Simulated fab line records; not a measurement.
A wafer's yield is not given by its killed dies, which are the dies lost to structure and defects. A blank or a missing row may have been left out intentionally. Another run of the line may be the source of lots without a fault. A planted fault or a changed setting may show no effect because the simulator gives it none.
Split-lot experiment :: flow berkeley_cmos170 :: route with 331 steps; 5 lots, 27 wafers read

## SPLIT DETAILS
At UCB170_V2_ETCH_14 (etches SiO2 in CHF3/CF4/Ar, stops on Al, target depth 1250 nm, time 291 s), the setting time_s was moved away from the recipe's 291 s on 9 of the 27 wafers read, by -38.9% to +38.7%. The other wafers ran this setting at the recipe's value.

## FROM THE SPLIT ON TO THE READING: in between, the file shows 1 step
- UCB170_V2_STRIP_15: strips in O2

## THE READING
At UCB170_V2_CD_MEAS_90: cd_nm in nanometres, against a target cd of 700 nm. A value of 700.3 nm with a standard deviation of 1.6 nm is what fault-free wafers of this fab line usually give.

wafer: L077.1
tool, chamber at the split: rie_diel-03, 3
time_s as run, s: 216.7
against the recipe: -25.5%
cd_nm, nm: 695.4
against lot-mates on the recipe: -2.5

wafer: L077.2
tool, chamber at the split: rie_diel-03, 0
time_s as run, s: 291
against the recipe: recipe
cd_nm, nm: 698.7
against lot-mates on the recipe: -

wafer: L077.3
tool, chamber at the split: rie_diel-03, 2
time_s as run, s: 216.7
against the recipe: -25.5%
cd_nm, nm: 695.4
against lot-mates on the recipe: -2.5

wafer: L077.4
tool, chamber at the split: rie_diel-03, 0
time_s as run, s: 291
against the recipe: recipe
cd_nm, nm: 697.9
against lot-mates on the recipe: -

wafer: L077.5
tool, chamber at the split: rie_diel-03, 3
time_s as run, s: 291
against the recipe: recipe
cd_nm, nm: 697.0
against lot-mates on the recipe: -

wafer: L077.6
tool, chamber at the split: rie_diel-03, 2
time_s as run, s: 216.7
against the recipe: -25.5%
cd_nm, nm: 696.4
against lot-mates on the recipe: -1.5

wafer: L075.1
tool, chamber at the split: rie_diel-02, 3
time_s as run, s: 403.6
against the recipe: +38.7%
cd_nm, nm: 705.0
against lot-mates on the recipe: +5.0

wafer: L075.2
tool, chamber at the split: rie_diel-02, 2
time_s as run, s: 403.6
against the recipe: +38.7%
cd_nm, nm: 703.5
against lot-mates on the recipe: +3.5

wafer: L075.3
tool, chamber at the split: rie_diel-02, 0
time_s as run, s: 291
against the recipe: recipe
cd_nm, nm: 700.1
against lot-mates on the recipe: -

wafer: L075.4
tool, chamber at the split: rie_diel-02, 3
time_s as run, s: 291
against the recipe: recipe
cd_nm, nm: 699.6
against lot-mates on the recipe: -

wafer: L075.5
tool, chamber at the split: rie_diel-02, 0
time_s as run, s: 291
against the recipe: recipe
cd_nm, nm: 700.4
against lot-mates on the recipe: -

wafer: L075.6
tool, chamber at the split: rie_diel-02, 2
time_s as run, s: 403.6
against the recipe: +38.7%
cd_nm, nm: 705.3
against lot-mates on the recipe: +5.3

wafer: L079.1
tool, chamber at the split: rie_diel-03, 0
time_s as run, s: 291
against the recipe: recipe
cd_nm, nm: 697.7
against lot-mates on the recipe: -

wafer: L079.4
tool, chamber at the split: rie_diel-03, 2
time_s as run, s: 291
against the recipe: recipe
cd_nm, nm: 700.2
against lot-mates on the recipe: -

wafer: L079.5
tool, chamber at the split: rie_diel-03, 1
time_s as run, s: 291
against the recipe: recipe
cd_nm, nm: 698.8
against lot-mates on the recipe: -

wafer: L082.1
tool, chamber at the split: rie_diel-01, 3
time_s as run, s: 291
against the recipe: recipe
cd_nm, nm: 700.2
against lot-mates on the recipe: -

wafer: L082.2
tool, chamber at the split: rie_diel-01, 0
time_s as run, s: 177.7
against the recipe: -38.9%
cd_nm, nm: 694.9
against lot-mates on the recipe: -3.5

wafer: L082.3
tool, chamber at the split: rie_diel-01, 1
time_s as run, s: 177.7
against the recipe: -38.9%
cd_nm, nm: 694.7
against lot-mates on the recipe: -3.7

wafer: L082.4
tool, chamber at the split: rie_diel-01, 2
time_s as run, s: 177.7
against the recipe: -38.9%
cd_nm, nm: 693.9
against lot-mates on the recipe: -4.5

wafer: L082.5
tool, chamber at the split: rie_diel-01, 2
time_s as run, s: 291
against the recipe: recipe
cd_nm, nm: 697.8
against lot-mates on the recipe: -

wafer: L082.6
tool, chamber at the split: rie_diel-01, 1
time_s as run, s: 291
against the recipe: recipe
cd_nm, nm: 697.3
against lot-mates on the recipe: -

wafer: L080.1
tool, chamber at the split: rie_diel-01, 1
time_s as run, s: 291
against the recipe: recipe
cd_nm, nm: 700.5
against lot-mates on the recipe: -

wafer: L080.2
tool, chamber at the split: rie_diel-01, 3
time_s as run, s: 291
against the recipe: recipe
cd_nm, nm: 701.7
against lot-mates on the recipe: -

wafer: L080.3
tool, chamber at the split: rie_diel-01, 0
time_s as run, s: 291
against the recipe: recipe
cd_nm, nm: 702.0
against lot-mates on the recipe: -

wafer: L080.4
tool, chamber at the split: rie_diel-01, 2
time_s as run, s: 291
against the recipe: recipe
cd_nm, nm: 700.7
against lot-mates on the recipe: -

wafer: L080.5
tool, chamber at the split: rie_diel-01, 0
time_s as run, s: 291
against the recipe: recipe
cd_nm, nm: 700.6
against lot-mates on the recipe: -

wafer: L080.6
tool, chamber at the split: rie_diel-01, 3
time_s as run, s: 291
against the recipe: recipe
cd_nm, nm: 702.6
against lot-mates on the recipe: -

THE FIT
A straight line over all 27 wafers: cd_nm changes by +0.134 nm for each +1% of time_s; r = +0.89; the points scatter about the line by 1.4 nm.
The same after taking each lot's own level away (the mean of its wafers on the recipe; 27 wafers): +0.106 nm for each +1%; r = +0.93; scatter 0.85 nm.
The reading moves by 4.1 nm for the largest change in time_s, on that fit.
Across the lots, their own levels run from 697.87 to 701.35 nm, a range of 2.2 times the standard deviation given above.
Thus the slope moves with the lot-to-lot level: the two fits are different.
Check: with one of the wafers moved furthest among these (-38.9%) left out of the fit, the line predicts -4.07 nm for it against its lot-mates. It came out at -3.53 nm against them.

## THE OTHER SPLITS THESE WAFERS WENT THROUGH
Before the reading, these wafers also passed through other splits. Each is held against what the fit with the lots' levels taken away leaves over:
other split on the same wafers: UCB170_ZERO_ETCH_06 target_depth_a
wafers away from the commonest value: 6
r with cd_nm (lot level and that fit taken away): +0.27

other split on the same wafers: UCB170_SDANNEAL_RTA_01 time_s
wafers away from the commonest value: 12
r with cd_nm (lot level and that fit taken away): +0.22

other split on the same wafers: UCB170_M1_METAL_ETCH_12 time_s
wafers away from the commonest value: 9
r with cd_nm (lot level and that fit taken away): +0.11

other split on the same wafers: UCB170_M2_METAL_ETCH_18 target_depth_a
wafers away from the commonest value: 12
r with cd_nm (lot level and that fit taken away): +0.00

## THE WHOLE CHAIN: every reading that the file lists as answering this split, in the file's order
step: UCB170_V2_ETCH_14
what it does: etches SiO2 in CHF3/CF4/Ar, stops on Al, target depth 1250 nm, time 291 s
reading: etch.depth_nm (the simulator's own value, which no gauge read)
change (the file's fit): not straight: 760.1 at the lowest setting, 999.3 at the recipe, 998.6 at the highest
r (the file's): not given

step: UCB170_V2_ETCH_14
what it does: etches SiO2 in CHF3/CF4/Ar, stops on Al, target depth 1250 nm, time 291 s
reading: V2.feature_depth_nm (the simulator's own value, which no gauge read)
change (the file's fit): not straight: 760.1 at the lowest setting, 999.3 at the recipe, 1010 at the highest
r (the file's): not given

step: UCB170_V2_ETCH_14
what it does: etches SiO2 in CHF3/CF4/Ar, stops on Al, target depth 1250 nm, time 291 s
reading: KrF_of_V2_COAT_07.thk_nm (the simulator's own value, which no gauge read)
change (the file's fit): -2.6 nm for each +1% of the setting
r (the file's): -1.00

step: UCB170_V2_STRIP_15
what it does: strips in O2
reading: strip_time_to_endpoint_s
change (the file's fit): withheld for each +1% of the setting
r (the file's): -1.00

step: UCB170_V2_CD_MEAS_90
what it does: target cd 700 nm
reading: cd_nm
change (the file's fit): +0.104 nm for each +1% of the setting
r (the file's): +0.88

## FILE'S OWN FIT
cd_nm changes by +0.104 nm for each +1% of time_s, r = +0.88.
